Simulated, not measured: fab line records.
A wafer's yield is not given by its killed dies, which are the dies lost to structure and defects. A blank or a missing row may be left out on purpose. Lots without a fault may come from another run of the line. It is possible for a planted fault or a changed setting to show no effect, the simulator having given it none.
fab line records | flow rit_cmos | part 1 of 2: steps 1 to 35 of 48
[record] lots = 5 | wafers = 15 | last_day = 6
route steps=202 shown SPACER@127 NSD@131 PSD@142 SDANNEAL@153 PLDD@159 NLDD@160 SILICIDE@161 CONTACT@168
lots that met no fault: taken from a fault-free run of the same line
start_h: hours from the record's opening day to when the first of the lot's shown wafers began | wait_h: hours from the lot's prior step to this one | " repeats the value in the row above | L1.1+2: several wafers, shown together as one row | - value missing, or start not given | * or withheld: withheld | < > ~ a bound
route shown NAME@n: a module of which the file shows steps, and the number in the route of the first | usual: mean/standard deviation of fault-free wafers | same: alike in all rows | chamber/n: place in a boat | sites: readings site by site | _std_site: how widely they spread, as a standard deviation | _edge_site: mean of outer sites minus mean of inner sites | radius_mm: how far each site lies from the wafer's centre | mask NAME#n: copy n | behind: the last tool/chamber to shape the wafer | hold: cause of the lot's hold/its duration in hours/its outcome | device: names the non-switching transistor (n, p or np) | end of line: the same wafers' tests at the end of the route | step lacking rows: just its recipe | killed: not the wafer's yield, but the dies lost to structure and defects at the first sort | map: dies across one wafer; x = killed, . = not, _ = none there
set.NAME: setting as actually run; set.NAME@STEP: the setting as run at that earlier step | model.NAME: the simulator's own value behind a step, which no gauge read
lots seen at some steps along the route; tables by step, rows by wafer
services: from which hour (start_h, from the record's first day; less than 0 if before it) a tool's chamber was out of use, for how many hours, and why
[[steps]]
[step RIT_SPACER_CLEAN_02]
[recipe] chemistry = SC2 | mix = 3:3:50 | time_s = 600 | temp_c = 75 | dry = n2_spin
lot.wafer  | tool         | chamber | start_h | wait_h
L074.1+2+6 | wet_bench-01 | 2       | 49.40   | 0.0
L076.3+5+6 | wet_bench-04 | 0       | 58.74   | 0.0
L077.1+2+6 | wet_bench-02 | 0       | 60.43   | 0.0
L080.2+3+6 | wet_bench-01 | 3       | 74.39   | 0.0
L092.2+4+6 | wet_bench-01 | 2       | 133.71  | 0.0
[step RIT_SPACER_CVD_03]
[recipe] material = Si3N4 | target_thk_nm = 250 | temp_c = 810 | precursor = SiH2Cl2/NH3 | time_s = 3300 | pressure_mtorr = 300 | sih2cl2_flow_sccm = 58.78 | nh3_flow_sccm = 150
[usual] zone_power_centre_pct = 42/4.5
lot.wafer | tool     | chamber | start_h | wait_h | zone_power_centre_pct
L074.1    | lpcvd-02 | 0       | 49.58   | 0.0    | 36
L074.2    | "        | 0       | "       | "      | 36
L074.6    | "        | 0       | "       | "      | 37
L076.3    | lpcvd-02 | 1       | 58.93   | 0.0    | 48
L076.5    | "        | 1       | "       | "      | 49
L076.6    | "        | 1       | "       | "      | 48
L077.1    | lpcvd-01 | 1       | 61.52   | 0.9    | 39
L077.2    | "        | 1       | "       | "      | 39
L077.6    | "        | 1       | "       | "      | 39
L080.2    | lpcvd-01 | 0       | 74.58   | 0.0    | 41
L080.3    | "        | 0       | "       | "      | 41
L080.6    | "        | 0       | "       | "      | 41
L092.2    | lpcvd-01 | 1       | 133.90  | 0.0    | 40
L092.4    | "        | 1       | "       | "      | 39
L092.6    | "        | 1       | "       | "      | 39
[step RIT_SPACER_THK_MEAS_04]
[recipe] reads = Si3N4_of_SPACER_CVD_03
[usual] SPACER_NITRIDE_THK = 248.7/2.5
lot.wafer | tool          | chamber | start_h | wait_h | SPACER_NITRIDE_THK[nm]
L074.1    | film_metro-02 | -       | 51.50   | 0.0    | 252.1
L074.2    | "             | -       | "       | "      | 254.2
L074.6    | "             | -       | "       | "      | 252.3
L076.3    | film_metro-02 | -       | 61.83   | 0.0    | 246.0
L076.5    | "             | -       | "       | "      | 247.2
L076.6    | "             | -       | "       | "      | 246.1
L077.1    | film_metro-03 | -       | 63.44   | 0.0    | 246.2
L077.2    | "             | -       | "       | "      | 245.7
L077.6    | "             | -       | "       | "      | 245.5
L080.2    | film_metro-02 | -       | 76.51   | 0.0    | 245.4
L080.3    | "             | -       | "       | "      | 246.7
L080.6    | "             | -       | "       | "      | 246.0
L092.2    | film_metro-03 | -       | 135.83  | 0.0    | 252.7
L092.4    | "             | -       | "       | "      | 250.1
L092.6    | "             | -       | "       | "      | 251.9
[step RIT_SPACER_ETCHBACK_05]
[recipe] target_depth_a = 2500 | SF6_flow_sccm = 30 | CHF3_flow_sccm = 30 | target = Si3N4 | chemistry = SF6/CHF3 | pressure_mtorr = 40 | rf_w = 250 | time_s = 240 | stop_on = SiO2
[usual] drypump_motor_current_A = 5.8/0.48 | oes_product_au = 0.837/0.015 | throttle_valve_pct = 10.31/0.093
lot.wafer | tool        | chamber | start_h | wait_h | drypump_motor_current_A | oes_product_au | rf_hours_counter_h | throttle_valve_pct
L074.1    | rie_diel-03 | 3       | 51.56   | 0.1    | 5.7                     | 0.823          | 124                | 10.34
L074.2    | "           | 0       | "       | "      | 5.7                     | 0.852          | 1                  | 10.26
L074.6    | "           | 3       | "       | "      | 5.7                     | 0.812          | -                  | 10.34
L076.3    | rie_diel-02 | 2       | 61.87   | 0.0    | 6.3                     | 0.841          | 49                 | 10.34
L076.5    | "           | 2       | "       | "      | 6.3                     | 0.842          | -                  | 10.35
L076.6    | "           | 3       | "       | "      | 5.7                     | 0.809          | -                  | 10.32
L077.1    | rie_diel-03 | 0       | 63.50   | 0.1    | 5.6                     | 0.824          | 2                  | 10.26
L077.2    | "           | 2       | "       | "      | 5.5                     | 0.823          | 6                  | 10.28
L077.6    | "           | 2       | "       | "      | 5.6                     | 0.828          | -                  | 10.28
L080.2    | rie_diel-03 | 3       | 76.56   | 0.0    | 5.7                     | 0.807          | 124                | 10.36
L080.3    | "           | 2       | "       | "      | 5.5                     | 0.824          | 6                  | 10.29
L080.6    | "           | 2       | "       | "      | 5.5                     | 0.821          | -                  | 10.27
L092.2    | rie_diel-03 | 3       | 135.88  | 0.0    | 5.7                     | 0.817          | 125                | 10.33
L092.4    | "           | 1       | "       | "      | 6.3                     | 0.837          | 85                 | 10.30
L092.6    | "           | 2       | "       | "      | 5.5                     | 0.829          | -                  | 10.28
[step RIT_NSD_HMDS_00]
[recipe] prime_time_s = 60 | prime_temp_c = 140
lot.wafer  | tool           | chamber | start_h | wait_h
L074.1+2+6 | litho_track-04 | 0       | 51.71   | 0.1
L076.3+5+6 | litho_track-01 | 0       | 62.07   | 0.1
L077.1+2+6 | litho_track-01 | 0       | 63.65   | 0.1
L080.2+3+6 | litho_track-03 | 0       | 76.73   | 0.1
L092.2+4+6 | litho_track-03 | 0       | 136.06  | 0.1
[step RIT_NSD_COAT_01]
[recipe] resist = NOVOLAK | spin_rpm = 3250 | resist_thk_nm = 1000
lot.wafer  | tool           | chamber | start_h | wait_h
L074.1+2+6 | litho_track-04 | 0       | 51.86   | 0.1
L076.3+5+6 | litho_track-01 | 0       | 62.22   | 0.1
L077.1+2+6 | litho_track-01 | 0       | 63.80   | 0.1
L080.2+3+6 | litho_track-03 | 0       | 76.88   | 0.1
L092.2+4+6 | litho_track-03 | 0       | 136.21  | 0.1
[step RIT_NSD_SOFTBAKE_02]
[recipe] resist = NOVOLAK | temp_c = 90 | time_s = 60
lot.wafer  | tool           | chamber | start_h | wait_h
L074.1+2+6 | litho_track-04 | 0       | 52.01   | 0.1
L076.3+5+6 | litho_track-01 | 0       | 62.37   | 0.1
L077.1+2+6 | litho_track-01 | 0       | 63.95   | 0.1
L080.2+3+6 | litho_track-03 | 0       | 77.03   | 0.1
L092.2+4+6 | litho_track-03 | 0       | 136.36  | 0.1
[step RIT_NSD_EXPOSE_03]
[recipe] mask_id = M9 | na = 0.57 | target_cd_nm = 40700 | dose_mj = 250
lot.wafer  | tool             | chamber | start_h | wait_h | mask
L074.1+2+6 | iline_stepper-02 | 0       | 52.16   | 0.1    | M9#0
L076.3+5+6 | iline_stepper-02 | 0       | 62.63   | 0.2    | M9#0
L077.1+2+6 | iline_stepper-02 | 0       | 64.10   | 0.1    | M9#0
L080.2+3+6 | iline_stepper-02 | 0       | 77.30   | 0.2    | M9#0
L092.2+4+6 | iline_stepper-01 | 0       | 136.50  | 0.1    | M9#0
[step RIT_NSD_PEB_04]
[recipe] resist = NOVOLAK | temp_c = withheld | time_s = withheld
lot.wafer  | tool           | chamber | start_h | wait_h
L074.1+2+6 | litho_track-03 | 0       | 52.27   | 0.1
L076.3+5+6 | litho_track-03 | 0       | 62.76   | 0.1
L077.1+2+6 | litho_track-03 | 0       | 64.21   | 0.1
L080.2+3+6 | litho_track-04 | 0       | 77.42   | 0.1
L092.2+4+6 | litho_track-04 | 0       | 136.62  | 0.1
[step RIT_NSD_DEVELOP_05]
[recipe] resist = NOVOLAK | develop_time_s = 50 | dev_temp_c = 23
lot.wafer  | tool           | chamber | start_h | wait_h
L074.1+2+6 | litho_track-03 | 0       | -       | -
L076.3+5+6 | litho_track-03 | 0       | -       | -
L077.1+2+6 | litho_track-03 | 0       | -       | -
L080.2+3+6 | litho_track-04 | 0       | -       | -
L092.2+4+6 | litho_track-04 | 0       | -       | -
[step RIT_NSD_OVL_MEAS_06]
[usual] NSD_OVL = 0.2/1.5
lot.wafer | tool       | chamber | start_h | wait_h | NSD_OVL[nm]
L074.1    | overlay-02 | -       | 52.56   | -      | -0.2
L074.2    | "          | -       | "       | "      | 0.9
L074.6    | "          | -       | "       | "      | 1.7
L076.3    | overlay-02 | -       | 63.01   | -      | 1.2
L076.5    | "          | -       | "       | "      | 1.1
L076.6    | "          | -       | "       | "      | 2.9
L077.1    | overlay-02 | -       | 64.50   | -      | 0.2
L077.2    | "          | -       | "       | "      | -0.4
L077.6    | "          | -       | "       | "      | -0.1
L080.2    | overlay-01 | -       | 77.69   | -      | 0.0
L080.3    | "          | -       | "       | "      | 0.4
L080.6    | "          | -       | "       | "      | 0.6
L092.2    | overlay-02 | -       | 136.89  | -      | 0.5
L092.4    | "          | -       | "       | "      | 0.0
L092.6    | "          | -       | "       | "      | 1.4
[step RIT_NSD_HARDBAKE_07]
[recipe] resist = NOVOLAK | temp_c = 140 | time_s = 60
lot.wafer  | tool           | chamber | start_h | wait_h
L074.1+2+6 | litho_track-01 | 0       | 52.59   | 0.0
L076.3+5+6 | litho_track-01 | 0       | 63.08   | 0.1
L077.1+2+6 | litho_track-03 | 0       | 64.53   | 0.0
L080.2+3+6 | litho_track-01 | 0       | 77.78   | 0.1
L092.2+4+6 | litho_track-03 | 0       | 136.98  | 0.1
[step RIT_NSD_IMPLANT_08]
[recipe] species = P | energy_kev = 25 | dose_cm2 = 1e+15 | tilt_deg = 7
lot.wafer  | tool         | chamber | start_h | wait_h
L074.1+2+6 | implanter-03 | 0       | 52.74   | 0.1
L076.3+5+6 | implanter-03 | 0       | 63.23   | 0.1
L077.1+2+6 | implanter-02 | 0       | 64.70   | 0.1
L080.2+3+6 | implanter-03 | 0       | 77.93   | 0.1
L092.2+4+6 | implanter-04 | 0       | 137.13  | 0.1
[step RIT_NSD_STRIP_09]
[recipe] chemistry = O2 | time_s = 180 | resist = NOVOLAK | platen_temp_c = withheld | power_w = 500 | pressure_mtorr = 4000 | o2_flow_sccm = 4000
[usual] drypump_motor_current_A = 5.5/0.39 | o2_flow_sccm = 4000/12
lot.wafer | tool            | chamber | start_h | wait_h | drypump_motor_current_A | o2_flow_sccm | rf_hours_counter_h
L074.1    | plasma_asher-01 | 1       | 52.89   | 0.1    | 6.2                     | 3993         | 40
L074.2    | "               | 0       | "       | "      | 5.4                     | 3979         | 40
L074.6    | "               | 0       | "       | "      | 5.4                     | 3998         | -
L076.3    | plasma_asher-01 | 0       | 63.39   | 0.1    | 5.4                     | 4001         | -
L076.5    | "               | 1       | "       | "      | 6.2                     | 4004         | -
L076.6    | "               | 0       | "       | "      | 5.4                     | 4004         | -
L077.1    | plasma_asher-02 | 0       | 64.85   | 0.1    | 5.3                     | 4002         | 41
L077.2    | "               | 1       | "       | "      | 5.7                     | 3965         | 41
L077.6    | "               | 1       | "       | "      | 5.7                     | 4008         | -
L080.2    | plasma_asher-01 | 0       | 78.06   | 0.1    | 5.4                     | 4007         | 43
L080.3    | "               | 1       | "       | "      | 6.2                     | 4021         | -
L080.6    | "               | 0       | "       | "      | 5.5                     | 4007         | -
L092.2    | plasma_asher-04 | 1       | 137.25  | 0.1    | 5.5                     | 4026         | 36
L092.4    | "               | 1       | "       | "      | 5.5                     | 4028         | -
L092.6    | "               | 1       | "       | "      | 5.5                     | 4019         | -
[step RIT_NSD_TW_MEAS_10]
[usual] NSD_TW = 3118/44
lot.wafer | tool          | chamber | start_h | wait_h | NSD_TW
L074.1    | film_metro-03 | -       | 53.07   | 0.1    | 3089
L074.2    | "             | -       | "       | "      | 3088
L074.6    | "             | -       | "       | "      | 3057
L076.3    | film_metro-04 | -       | 63.52   | 0.1    | 3086
L076.5    | "             | -       | "       | "      | 3098
L076.6    | "             | -       | "       | "      | 3097
L077.1    | film_metro-02 | -       | 65.03   | 0.1    | 3168
L077.2    | "             | -       | "       | "      | 3178
L077.6    | "             | -       | "       | "      | 3153
L080.2    | film_metro-03 | -       | 78.24   | 0.1    | 3088
L080.3    | "             | -       | "       | "      | 3082
L080.6    | "             | -       | "       | "      | 3078
L092.2    | film_metro-02 | -       | 137.44  | 0.1    | 3196
L092.4    | "             | -       | "       | "      | 3207
L092.6    | "             | -       | "       | "      | 3187
[step RIT_PSD_HMDS_00]
[recipe] prime_time_s = 60 | prime_temp_c = 140
lot.wafer  | tool           | chamber | start_h | wait_h
L074.1+2+6 | litho_track-03 | 0       | 53.13   | 0.1
L076.3+5+6 | litho_track-03 | 0       | 63.61   | 0.1
L077.1+2+6 | litho_track-02 | 0       | 65.21   | 0.2
L080.2+3+6 | litho_track-02 | 0       | 78.32   | 0.1
L092.2+4+6 | litho_track-02 | 0       | 137.51  | 0.1
[step RIT_PSD_COAT_01]
[recipe] resist = NOVOLAK | spin_rpm = 3250 | resist_thk_nm = 1000
lot.wafer  | tool           | chamber | start_h | wait_h
L074.1+2+6 | litho_track-03 | 0       | 53.28   | 0.1
L076.3+5+6 | litho_track-03 | 0       | 63.76   | 0.1
L077.1+2+6 | litho_track-02 | 0       | 65.36   | 0.1
L080.2+3+6 | litho_track-02 | 0       | 78.47   | 0.1
L092.2+4+6 | litho_track-02 | 0       | 137.66  | 0.1
[step RIT_PSD_SOFTBAKE_02]
[recipe] resist = NOVOLAK | temp_c = 90 | time_s = 60
lot.wafer  | tool           | chamber | start_h | wait_h
L074.1+2+6 | litho_track-03 | 0       | 53.43   | 0.1
L076.3+5+6 | litho_track-03 | 0       | 63.91   | 0.1
L077.1+2+6 | litho_track-02 | 0       | 65.51   | 0.1
L080.2+3+6 | litho_track-02 | 0       | 78.62   | 0.1
L092.2+4+6 | litho_track-02 | 0       | 137.81  | 0.1
[step RIT_PSD_EXPOSE_03]
[recipe] mask_id = M10 | na = 0.57 | target_cd_nm = 40900 | dose_mj = 250
lot.wafer  | tool             | chamber | start_h | wait_h | mask
L074.1+2+6 | iline_stepper-01 | 0       | 53.58   | 0.1    | M10#0
L076.3+5+6 | iline_stepper-01 | 0       | 64.05   | 0.1    | M10#0
L077.1+2+6 | iline_stepper-01 | 0       | 65.66   | 0.1    | M10#0
L080.2+3+6 | iline_stepper-02 | 0       | 78.88   | 0.2    | M10#0
L092.2+4+6 | iline_stepper-02 | 0       | 138.08  | 0.2    | M10#0
[step RIT_PSD_PEB_04]
[recipe] resist = NOVOLAK | temp_c = withheld | time_s = withheld
lot.wafer  | tool           | chamber | start_h | wait_h
L074.1+2+6 | litho_track-02 | 0       | 53.84   | 0.2
L076.3+5+6 | litho_track-04 | 0       | 64.18   | 0.1
L077.1+2+6 | litho_track-04 | 0       | 65.78   | 0.1
L080.2+3+6 | litho_track-02 | 0       | 79.01   | 0.1
L092.2+4+6 | litho_track-03 | 0       | 138.20  | 0.1
[step RIT_PSD_DEVELOP_05]
[recipe] resist = NOVOLAK | develop_time_s = 50 | dev_temp_c = 23
lot.wafer  | tool           | chamber | start_h | wait_h
L074.1+2+6 | litho_track-02 | 0       | -       | -
L076.3+5+6 | litho_track-04 | 0       | -       | -
L077.1+2+6 | litho_track-04 | 0       | -       | -
L080.2+3+6 | litho_track-02 | 0       | -       | -
L092.2+4+6 | litho_track-03 | 0       | -       | -
[step RIT_PSD_OVL_MEAS_06]
[usual] PSD_OVL = 0.9/1.4
lot.wafer | tool       | chamber | start_h | wait_h | PSD_OVL[nm]
L074.1    | overlay-01 | -       | 54.12   | -      | 0.5
L074.2    | "          | -       | "       | "      | 0.6
L074.6    | "          | -       | "       | "      | 0.1
L076.3    | overlay-01 | -       | 64.43   | -      | 0.8
L076.5    | "          | -       | "       | "      | 0.8
L076.6    | "          | -       | "       | "      | 0.1
L077.1    | overlay-02 | -       | 66.06   | -      | 0.9
L077.2    | "          | -       | "       | "      | 1.2
L077.6    | "          | -       | "       | "      | 1.5
L080.2    | overlay-01 | -       | 79.27   | -      | 1.2
L080.3    | "          | -       | "       | "      | 3.8
L080.6    | "          | -       | "       | "      | 1.7
L092.2    | overlay-01 | -       | 138.47  | -      | 2.9
L092.4    | "          | -       | "       | "      | 2.0
L092.6    | "          | -       | "       | "      | 1.5
[step RIT_PSD_HARDBAKE_07]
[recipe] resist = NOVOLAK | temp_c = 140 | time_s = 60
lot.wafer  | tool           | chamber | start_h | wait_h
L074.1+2+6 | litho_track-02 | 0       | 54.16   | 0.0
L076.3+5+6 | litho_track-02 | 0       | 64.50   | 0.1
L077.1+2+6 | litho_track-03 | 0       | 66.10   | 0.0
L080.2+3+6 | litho_track-03 | 0       | 79.33   | 0.0
L092.2+4+6 | litho_track-02 | 0       | 138.52  | 0.0
[step RIT_PSD_IMPLANT_08]
[recipe] species = BF2 | energy_kev = 27 | dose_cm2 = 4.94e+15 | tilt_deg = 7
lot.wafer  | tool         | chamber | start_h | wait_h
L074.1+2+6 | implanter-01 | 0       | 54.31   | 0.1
L076.3+5+6 | implanter-03 | 0       | 64.65   | 0.1
L077.1+2+6 | implanter-03 | 0       | 66.25   | 0.1
L080.2+3+6 | implanter-01 | 0       | 79.48   | 0.1
L092.2+4+6 | implanter-03 | 0       | 138.67  | 0.1
[step RIT_PSD_STRIP_09]
[recipe] chemistry = O2 | time_s = 180 | resist = NOVOLAK | platen_temp_c = withheld | power_w = 500 | pressure_mtorr = 4000 | o2_flow_sccm = 4000
[usual] drypump_motor_current_A = 5.6/0.43 | o2_flow_sccm = 4001/13
lot.wafer | tool            | chamber | start_h | wait_h | drypump_motor_current_A | o2_flow_sccm | rf_hours_counter_h
L074.1    | plasma_asher-03 | 0       | 54.46   | 0.1    | 5.8                     | 4003         | 43
L074.2    | "               | 1       | "       | "      | 5.4                     | 4006         | 43
L074.6    | "               | 0       | "       | "      | 5.8                     | 4025         | -
L076.3    | plasma_asher-01 | 1       | 64.81   | 0.1    | 6.2                     | 4003         | -
L076.5    | "               | 0       | "       | "      | 5.4                     | 3982         | -
L076.6    | "               | 1       | "       | "      | 6.2                     | 4003         | -
L077.1    | plasma_asher-03 | 0       | 66.40   | 0.1    | 5.9                     | 4019         | 45
L077.2    | "               | 1       | "       | "      | 5.4                     | 3985         | 45
L077.6    | "               | 0       | "       | "      | 5.9                     | 4025         | -
L080.2    | plasma_asher-01 | 1       | 79.60   | 0.1    | 6.2                     | 4005         | 43
L080.3    | "               | 1       | "       | "      | 6.2                     | 4013         | -
L080.6    | "               | 0       | "       | "      | 5.4                     | 4000         | -
L092.2    | plasma_asher-01 | 0       | 138.80  | 0.1    | 5.4                     | 3990         | 48
L092.4    | "               | 1       | "       | "      | 6.2                     | 4018         | -
L092.6    | "               | 0       | "       | "      | 5.4                     | 3993         | -
[step RIT_PSD_TW_MEAS_10]
[usual] PSD_TW = 3417/48
lot.wafer | tool          | chamber | start_h | wait_h | PSD_TW
L074.1    | film_metro-04 | -       | 54.63   | 0.1    | 3379
L074.2    | "             | -       | "       | "      | 3389
L074.6    | "             | -       | "       | "      | 3396
L076.3    | film_metro-04 | -       | 64.95   | 0.1    | 3406
L076.5    | "             | -       | "       | "      | 3390
L076.6    | "             | -       | "       | "      | 3396
L077.1    | film_metro-03 | -       | 66.57   | 0.1    | 3373
L077.2    | "             | -       | "       | "      | 3357
L077.6    | "             | -       | "       | "      | 3362
L080.2    | film_metro-02 | -       | 79.79   | 0.1    | 3507
L080.3    | "             | -       | "       | "      | 3489
L080.6    | "             | -       | "       | "      | 3483
L092.2    | film_metro-02 | -       | 138.98  | 0.1    | 3475
L092.4    | "             | -       | "       | "      | 3487
L092.6    | "             | -       | "       | "      | 3502
[step RIT_SDANNEAL_CLEAN_00]
[recipe] chemistry = SC1 | mix = 3:3:50 | time_s = 600 | temp_c = 75
lot.wafer  | tool         | chamber | start_h | wait_h
L074.1+2+6 | wet_bench-04 | 1       | 54.69   | 0.1
L076.3+5+6 | wet_bench-03 | 3       | 64.99   | 0.0
L077.1+2+6 | wet_bench-04 | 0       | 66.63   | 0.1
L080.2+3+6 | wet_bench-03 | 0       | 79.84   | 0.0
L092.2+4+6 | wet_bench-03 | 0       | 139.03  | 0.0
[step RIT_SDANNEAL_CLEAN_01]
[recipe] chemistry = dHF | dilution = 50:1 | time_s = 30
lot.wafer  | tool         | chamber | start_h | wait_h
L074.1+2+6 | wet_bench-02 | 1       | 54.88   | 0.0
L076.3+5+6 | wet_bench-02 | 1       | 65.18   | 0.0
L077.1+2+6 | wet_bench-02 | 0       | 66.81   | 0.0
L080.2+3+6 | wet_bench-04 | 2       | 80.03   | 0.0
L092.2+4+6 | wet_bench-02 | 2       | 139.21  | 0.0
[step RIT_SDANNEAL_CLEAN_02]
[recipe] chemistry = SC2 | mix = 3:3:50 | time_s = 600 | temp_c = 75 | dry = n2_spin
lot.wafer  | tool         | chamber | start_h | wait_h
L074.1+2+6 | wet_bench-04 | 2       | 54.90   | 0.0
L076.3+5+6 | wet_bench-04 | 0       | 65.19   | 0.0
L077.1+2+6 | wet_bench-04 | 3       | 66.82   | 0.0
L080.2+3+6 | wet_bench-02 | 2       | 80.04   | 0.0
L092.2+4+6 | wet_bench-03 | 1       | 139.22  | 0.0
[step RIT_SDANNEAL_RTA_03]
[recipe] temp_c = 1050 | time_s = 5 | idle_temp_c = 600 | ramp_up_c_per_s = 342 | ramp_down_c_per_s = 171 | cool_to_c = 600 | ambient = N2
[usual] wafer_temp_C_max = 1053.5/1.1
lot.wafer | tool          | chamber | start_h | wait_h | wafer_temp_C_max
L074.1    | rtp_anneal-02 | 0       | 55.09   | 0.0    | 1053.5
L074.2    | "             | 0       | "       | "      | 1052.9
L074.6    | "             | 0       | "       | "      | 1053.0
L076.3    | rtp_anneal-02 | 0       | 65.39   | 0.0    | 1055.4
L076.5    | "             | 0       | "       | "      | 1053.9
L076.6    | "             | 0       | "       | "      | 1052.2
L077.1    | rtp_anneal-01 | 0       | 67.00   | 0.0    | 1052.9
L077.2    | "             | 0       | "       | "      | 1053.5
L077.6    | "             | 0       | "       | "      | 1052.6
L080.2    | rtp_anneal-02 | 0       | 80.23   | 0.0    | 1053.2
L080.3    | "             | 0       | "       | "      | 1053.8
L080.6    | "             | 0       | "       | "      | 1052.9
L092.2    | rtp_anneal-02 | 0       | 139.41  | 0.0    | 1054.5
L092.4    | "             | 0       | "       | "      | 1050.9
L092.6    | "             | 0       | "       | "      | 1053.6
[step RIT_SDANNEAL_RS_MEAS_04]
[recipe] thk_meas_gauge = four-point-probe
[usual] PSD_RS = 116.0/0.35
lot.wafer | tool          | chamber | start_h | wait_h | PSD_RS[ohm/sq]
L074.1    | film_metro-02 | -       | 55.15   | 0.0    | 116.5
L074.2    | "             | -       | "       | "      | 116.5
L074.6    | "             | -       | "       | "      | 116.0
L076.3    | film_metro-02 | -       | 65.47   | 0.1    | 116.4
L076.5    | "             | -       | "       | "      | 116.9
L076.6    | "             | -       | "       | "      | 116.7
L077.1    | film_metro-04 | -       | 67.06   | 0.0    | 116.3
L077.2    | "             | -       | "       | "      | 116.5
L077.6    | "             | -       | "       | "      | 116.1
L080.2    | film_metro-02 | -       | 80.30   | 0.1    | 115.2
L080.3    | "             | -       | "       | "      | 115.6
L080.6    | "             | -       | "       | "      | 115.4
L092.2    | film_metro-04 | -       | 139.48  | 0.1    | 116.4
L092.4    | "             | -       | "       | "      | 116.4
L092.6    | "             | -       | "       | "      | 116.3
[step RIT_SDANNEAL_RS_MEAS_05]
[recipe] thk_meas_gauge = four-point-probe
[usual] NSD_RS = 84.49/0.29
lot.wafer | tool          | chamber | start_h | wait_h | NSD_RS[ohm/sq]
L074.1    | film_metro-02 | -       | 55.27   | 0.1    | 84.52
L074.2    | "             | -       | "       | "      | 85.00
L074.6    | "             | -       | "       | "      | 84.79
L076.3    | film_metro-02 | -       | 65.59   | 0.1    | 84.42
L076.5    | "             | -       | "       | "      | 84.35
L076.6    | "             | -       | "       | "      | 84.27
L077.1    | film_metro-04 | -       | 67.18   | 0.1    | 84.28
L077.2    | "             | -       | "       | "      | 84.36
L077.6    | "             | -       | "       | "      | 84.25
L080.2    | film_metro-02 | -       | 80.42   | 0.1    | 84.09
L080.3    | "             | -       | "       | "      | 84.26
L080.6    | "             | -       | "       | "      | 84.45
L092.2    | film_metro-04 | -       | 139.60  | 0.1    | 84.73
L092.4    | "             | -       | "       | "      | 84.64
L092.6    | "             | -       | "       | "      | 84.66
[step RIT_SDANNEAL_RS_MEAS_06]
[recipe] thk_meas_gauge = four-point-probe
[usual] PLDD_RS = 178.4/0.45
lot.wafer | tool          | chamber | start_h | wait_h | PLDD_RS[ohm/sq]
L074.1    | film_metro-02 | -       | 55.39   | 0.1    | 178.3
L074.2    | "             | -       | "       | "      | 178.2
L074.6    | "             | -       | "       | "      | 178.2
L076.3    | film_metro-02 | -       | 65.71   | 0.1    | 179.1
L076.5    | "             | -       | "       | "      | 178.5
L076.6    | "             | -       | "       | "      | 178.9
L077.1    | film_metro-04 | -       | 67.30   | 0.1    | 178.4
L077.2    | "             | -       | "       | "      | 178.8
L077.6    | "             | -       | "       | "      | 178.9
L080.2    | film_metro-02 | -       | 80.54   | 0.1    | 178.2
L080.3    | "             | -       | "       | "      | 178.5
L080.6    | "             | -       | "       | "      | 178.3
L092.2    | film_metro-04 | -       | 139.72  | 0.1    | 179.0
L092.4    | "             | -       | "       | "      | 178.9
L092.6    | "             | -       | "       | "      | 179.1
[step RIT_SDANNEAL_RS_MEAS_07]
[recipe] thk_meas_gauge = four-point-probe
[usual] NLDD_RS = 151.5/0.69
lot.wafer | tool          | chamber | start_h | wait_h | NLDD_RS[ohm/sq]
L074.1    | film_metro-02 | -       | 55.51   | 0.1    | 151.7
L074.2    | "             | -       | "       | "      | 151.7
L074.6    | "             | -       | "       | "      | 151.1
L076.3    | film_metro-02 | -       | 65.83   | 0.1    | 151.6
L076.5    | "             | -       | "       | "      | 151.4
L076.6    | "             | -       | "       | "      | 151.3
L077.1    | film_metro-04 | -       | 67.42   | 0.1    | 153.1
L077.2    | "             | -       | "       | "      | 152.8
L077.6    | "             | -       | "       | "      | 152.7
L080.2    | film_metro-02 | -       | 80.66   | 0.1    | 150.8
L080.3    | "             | -       | "       | "      | 150.9
L080.6    | "             | -       | "       | "      | 150.9
L092.2    | film_metro-04 | -       | 139.84  | 0.1    | 152.0
L092.4    | "             | -       | "       | "      | 151.6
L092.6    | "             | -       | "       | "      | 151.7
[step RIT_SILICIDE_WET_ETCH_00]
[recipe] chemistry = BOE | target = SiO2 | target_depth_nm = 14 | time_s = 15 | dry = n2_spin | dilution = 10:1 | temp_c = 21.5
lot.wafer  | tool         | chamber | start_h | wait_h
L074.1+2+6 | wet_bench-02 | 2       | 55.63   | 0.1
L076.3+5+6 | wet_bench-01 | 3       | 65.91   | 0.1
L077.1+2+6 | wet_bench-02 | 3       | 67.54   | 0.1
L080.2+3+6 | wet_bench-02 | 0       | 80.76   | 0.1
L092.2+4+6 | wet_bench-02 | 0       | 139.94  | 0.1
